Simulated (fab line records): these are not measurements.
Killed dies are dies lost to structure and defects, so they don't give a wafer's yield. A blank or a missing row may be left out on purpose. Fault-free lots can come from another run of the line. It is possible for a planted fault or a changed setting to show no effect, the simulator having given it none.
A struck lot beside a sound one | flow rit-cmos | 20 steps out of a route of 202
Sound: wafers L592.2, L592.3, L592.5. The struck wafers were L602.3, L602.4, L602.5. At the end, the cause is stated.
At each step with rows: each side's tool, then ch and its chambers, then its first start. Under that, the readings that differ: sound wafers | struck wafers | difference of the means | sigmas: that difference in standard deviations of wafers without a fault.
alike: readings whose means differ by less than 2 such deviations, and words and numbers that are the same on both sides. not compared: withheld readings, readings that some wafer has no value for, bounds like >300 that may hide the same value, and numbers for which the record gives no deviation and whose values overlap.
The two part at a step that has a row with sigmas, a row that says differs or no value, or rows on one side only. Numbers that don't overlap but have no deviation are shown without sigmas and don't part them. A reading missing from all wafers of one side parts the sides only when that side holds two or more wafers.

first, 2 steps without rows for these wafers: RIT_NWELL_HARDBAKE_07 (time 120 s); RIT_NWELL_IMPLANT_08.
RIT_NWELL_STRIP_09: strips in O2, time 180 s.
  sound on plasma-asher-03 ch 0, day 3 17:14; struck on plasma-asher-02 ch 0,1, day 5 15:45
  alike: drypump-motor-current-A
  not compared: rf-hours-counter-h
RIT_NWELL_TW_MEAS_10:
  sound on film-metro-02, day 3 17:25; struck on film-metro-03, day 5 15:53
  alike: NWELL_TW
then, 6 steps without rows for these wafers: RIT_PWELL_HMDS_00 (prime time 60 s); RIT_PWELL_COAT_01 (resist thk 1286 nm); RIT_PWELL_SOFTBAKE_02 (time 60 s); RIT_PWELL_EXPOSE_03 (exposes mask M3, target cd 43700 nm); RIT_PWELL_PEB_04; RIT_PWELL_DEVELOP_05 (develop time 68 s).
RIT_PWELL_OVL_MEAS_06:
  sound on overlay-02, day 3 18:28; struck on overlay-01, day 5 16:49
  alike: PWELL_OVL
then, 1 step without rows for these wafers: RIT_PWELL_HARDBAKE_07 (time 120 s).
RIT_PWELL_IMPLANT_08:
  sound on implanter-01 ch 0, day 3 18:47; struck on implanter-04 ch 0, day 5 17:09
RIT_PWELL_STRIP_09: strips in O2, time 180 s.
  sound on plasma-asher-04 ch 0,1, day 3 18:54; struck on plasma-asher-04 ch 0,1, day 5 17:24
  alike: drypump-motor-current-A
  not compared: rf-hours-counter-h
RIT_PWELL_TW_MEAS_10:
  sound on film-metro-02, day 3 19:05; struck on film-metro-02, day 5 17:33
  reading  | sound       | struck      | difference | sigmas
  PWELL_TW | 952 949 947 | 916 919 917 | -32        | -4
then, 1 step without rows for these wafers: RIT_WELLDRIVE_ANNEAL_00 (time 14700 s).
RIT_WELLDRIVE_RS_MEAS_01: measures by four-point-probe.
  sound on film-metro-03, day 4 01:29; struck on film-metro-02, day 5 22:43
  alike: NWELL_RS
RIT_WELLDRIVE_RS_MEAS_02: measures by four-point-probe.
  sound on film-metro-03, day 4 01:37; struck on film-metro-02, day 5 22:50
  reading           | sound             | struck            | difference | sigmas
  PWELL_RS (ohm/sq) | 426.7 426.4 426.0 | 460.3 459.3 459.3 | +33.3      | +28
then, 1 step without rows for these wafers: RIT_NRETRO_HMDS_00 (prime time 60 s).
RIT_M1_PROBE_99:
  sound on prober-02, day 5 08:01; struck on prober-02, day 7 04:29
  reading                                             | sound              | struck               | difference | sigmas
  model.etest.nmos_0p3.r-on-ohm-um                    | 2188 2187 2138     | 2129 2090 2085       | -70        |
  model.etest.pwell-pinched.rs-ohm-sq-range           | 15.75 15.27 16.15  | 63.33 65.4 69.03     | +50.20     |
  model.etest.pwell-pinched.rs-ohm-sq                 | 446 454.1 449.5    | 483.4 478.2 482.1    | +31.4      |
  model.etest.nmos_0p15.drive-ua-um-range             | 9.112 9.819 9.067  | 38.07 47.86 43.74    | +33.89     |
  model.etest.pwell.rs-ohm-sq                         | 405.3 407.8 408.3  | 431 434.8 433.2      | +26        |
  model.etest.pwell-pinched.rs-ohm-sq-rim-less-centre | 2.733 -3.443 3.133 | -29.46 -33.77 -35.02 | -33.56     |
  model.etest.nmos_0p15.drive-ua-um                   | 480.6 480.9 491.9  | 470.4 472.9 476.7    | -11.1      |
  alike: killed_at_M0_to_M3, killed-at-contacts, killed-at-front-end, killed-dies, killed-open, killed-short
  not compared: model.etest.nmos-turned.drive-ua-um

== WHERE THEY PART ==
Earliest at RIT_PWELL_TW_MEAS_10; latest, in this record, at RIT_WELLDRIVE_RS_MEAS_02. Later steps at which nothing parts them and some readings are alike: RIT_M1_PROBE_99.

WHY: what had been put in by the simulator
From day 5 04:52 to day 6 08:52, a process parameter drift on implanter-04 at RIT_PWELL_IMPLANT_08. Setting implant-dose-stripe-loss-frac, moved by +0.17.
